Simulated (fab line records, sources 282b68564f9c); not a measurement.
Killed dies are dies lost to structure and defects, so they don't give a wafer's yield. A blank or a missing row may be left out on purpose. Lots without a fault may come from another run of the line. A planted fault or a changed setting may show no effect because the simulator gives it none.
Which tool did it? | flow rit_cmos | 14 lots, 42 wafers sampled, at 4 steps of a route of 202

WHAT THE GAUGES READ, wafer by wafer
RIT_GATE_OVL_MEAS_17. Usual: GATE_OVL -0.4 nm, standard deviation 1.2.
lot  | measured    | on         | GATE_OVL (nm)  | flag
L979 | day 2 16:01 | overlay-01 | -3.8 -2.0 -2.6 |
L980 | day 2 20:46 | overlay-02 | -1.1 -0.3 -2.0 |
L981 | day 3 00:43 | overlay-01 | 1.8 1.2 1.5    |
L982 | day 3 04:28 | overlay-02 | -0.5 -1.6 0.1  |
L983 | day 3 09:51 | overlay-02 | -1.5 -1.4 0.0  |
L984 | day 3 15:14 | overlay-02 | -0.8 0.3 -0.1  |
L985 | day 4 02:20 | overlay-02 | -1.3 -2.3 -1.5 |
L987 | day 4 05:22 | overlay-02 | -0.8 -1.9 0.5  |
L992 | day 5 12:02 | overlay-01 | 0.9 -1.9 -0.1  |
L997 | day 6 14:40 | overlay-02 | -0.4 -1.1 -1.6 |
L999 | day 6 18:20 | overlay-01 | 0.9 1.5 1.0    |
L100 | day 7 09:52 | overlay-01 | -0.4 1.1 -1.6  |
L102 | day 7 10:04 | overlay-01 | 0.5 0.8 0.6    |
L101 | day 7 10:22 | overlay-02 | -1.5 -1.9 -2.3 |

RIT_REOX_THK_MEAS_04. Usual: REOX_OXIDE_THK 24.9 nm, standard deviation 0.54.
lot  | measured    | on            | REOX_OXIDE_THK (nm) | flag
L979 | day 2 20:57 | film_metro-01 | 24.2 24.1 24.2      |
L980 | day 3 00:20 | film_metro-01 | 25.0 25.2 25.4      |
L981 | day 3 04:14 | film_metro-01 | 25.7 26.0 25.3      |
L982 | day 3 08:07 | film_metro-03 | 24.0 23.8 23.9      |
L983 | day 3 13:22 | film_metro-04 | 25.3 25.0 25.0      |
L984 | day 3 19:37 | film_metro-01 | 25.7 25.7 25.4      |
L985 | day 4 05:52 | film_metro-03 | 24.9 24.9 25.1      |
L987 | day 4 08:57 | film_metro-03 | 24.8 24.1 24.8      |
L992 | day 5 16:19 | film_metro-01 | 23.9 23.9 23.8      |
L997 | day 6 18:12 | film_metro-03 | 25.1 25.5 25.4      |
L999 | day 7 01:49 | film_metro-01 | 24.2 24.1 24.6      |
L100 | day 7 13:24 | film_metro-04 | 24.0 24.4 24.2      |
L102 | day 7 15:57 | film_metro-01 | 25.2 25.1 25.0      |
L101 | day 7 15:58 | film_metro-03 | 25.3 25.3 25.0      |

RIT_SDANNEAL_RS_MEAS_05: measures by four-point-probe. Usual: NSD_RS 84.6 ohm/sq, standard deviation 0.31.
lot  | measured    | on            | NSD_RS (ohm/sq) | flag
L979 | day 3 06:58 | film_metro-02 | 84.1 84.5 84.4  |
L980 | day 3 09:52 | film_metro-02 | 84.6 84.4 84.5  |
L981 | day 3 13:22 | film_metro-03 | 84.8 84.9 84.5  |
L982 | day 3 17:08 | film_metro-04 | 84.4 84.7 85.0  |
L983 | day 3 23:29 | film_metro-02 | 84.4 84.6 84.5  |
L984 | day 4 05:40 | film_metro-04 | 84.9 84.7 84.9  |
L985 | day 4 15:14 | film_metro-03 | 84.4 84.6 84.4  |
L987 | day 4 19:22 | film_metro-03 | 84.3 84.6 84.4  |
L992 | day 6 01:45 | film_metro-03 | 84.5 84.4 84.5  |
L997 | day 7 03:53 | film_metro-03 | 84.9 84.7 84.9  |
L999 | day 7 11:02 | film_metro-02 | 84.7 84.9 85.0  |
L100 | day 7 22:35 | film_metro-03 | 84.4 84.5 84.4  |
L102 | day 8 01:17 | film_metro-04 | 84.8 85.0 84.9  |
L101 | day 8 01:32 | film_metro-03 | 84.5 84.5 84.5  |

WHICH TOOL RAN EACH LOT (tool, then ch and the chambers of the sampled wafers, then the start)
lot  | RIT_PLDD_STRIP_09
L979 | plasma_asher-02 ch 0,1, day 2 23:44
L980 | plasma_asher-04 ch 0,1, day 3 03:26
L981 | plasma_asher-04 ch 0,1, day 3 06:57
L982 | plasma_asher-04 ch 0,1, day 3 10:49
L983 | plasma_asher-02 ch 0,1, day 3 16:16
L984 | plasma_asher-02 ch 0,1, day 3 22:17
L985 | plasma_asher-02 ch 1, day 4 08:47
L987 | plasma_asher-02 ch 1, day 4 11:52
L992 | plasma_asher-04 ch 1, day 5 19:06
L997 | plasma_asher-03 ch 0,1, day 6 21:16
L999 | plasma_asher-04 ch 0,1, day 7 04:35
L100 | plasma_asher-04 ch 0,1, day 7 16:19
L102 | plasma_asher-03 ch 0,1, day 7 18:52
L101 | plasma_asher-04 ch 0,1, day 7 19:06
- RIT_PLDD_STRIP_09: strips in O2, time 180 s.

WHAT THE TOOLS THEMSELVES READ (means of the sampled wafers that have a number; where no wafer has one, the mark that the record gives instead)
RIT_PLDD_STRIP_09. Usual: drypump_motor_current_A 5.5 A, standard deviation 0.59.
lot  | tool            | drypump_motor_current_A (A) | flag
L979 | plasma_asher-02 | 5.0                         |
L980 | plasma_asher-04 | 6.0                         |
L981 | plasma_asher-04 | 6.2                         |
L982 | plasma_asher-04 | 6.2                         |
L983 | plasma_asher-02 | 4.8                         |
L984 | plasma_asher-02 | 4.8                         |
L985 | plasma_asher-02 | 4.7                         |
L987 | plasma_asher-02 | 4.7                         |
L992 | plasma_asher-04 | 5.9                         |
L997 | plasma_asher-03 | 5.6                         |
L999 | plasma_asher-04 | 6.2                         |
L100 | plasma_asher-04 | 6.2                         |
L102 | plasma_asher-03 | 5.6                         |
L101 | plasma_asher-04 | 6.0                         |

THE ANSWER, worked out from the rows above alone
Rule: a lot is off if the mean of its wafers that have a number lies more than 3 standard deviations from the usual mean. A lot without any number at a reading at which 4 lots or more have one is off too. The other lots that the step has rows for count as sound. The gauges are gone through in route order, then the tools' own readings, and for those a lot's mean is taken as printed above. The first step at which some lot is off is used, and at that step the reading that is off furthest; a lot without a number counts as furthest.
No lot is off at any reading shown: from this, nothing can be told.

WHAT THE SIMULATOR HAD PUT IN
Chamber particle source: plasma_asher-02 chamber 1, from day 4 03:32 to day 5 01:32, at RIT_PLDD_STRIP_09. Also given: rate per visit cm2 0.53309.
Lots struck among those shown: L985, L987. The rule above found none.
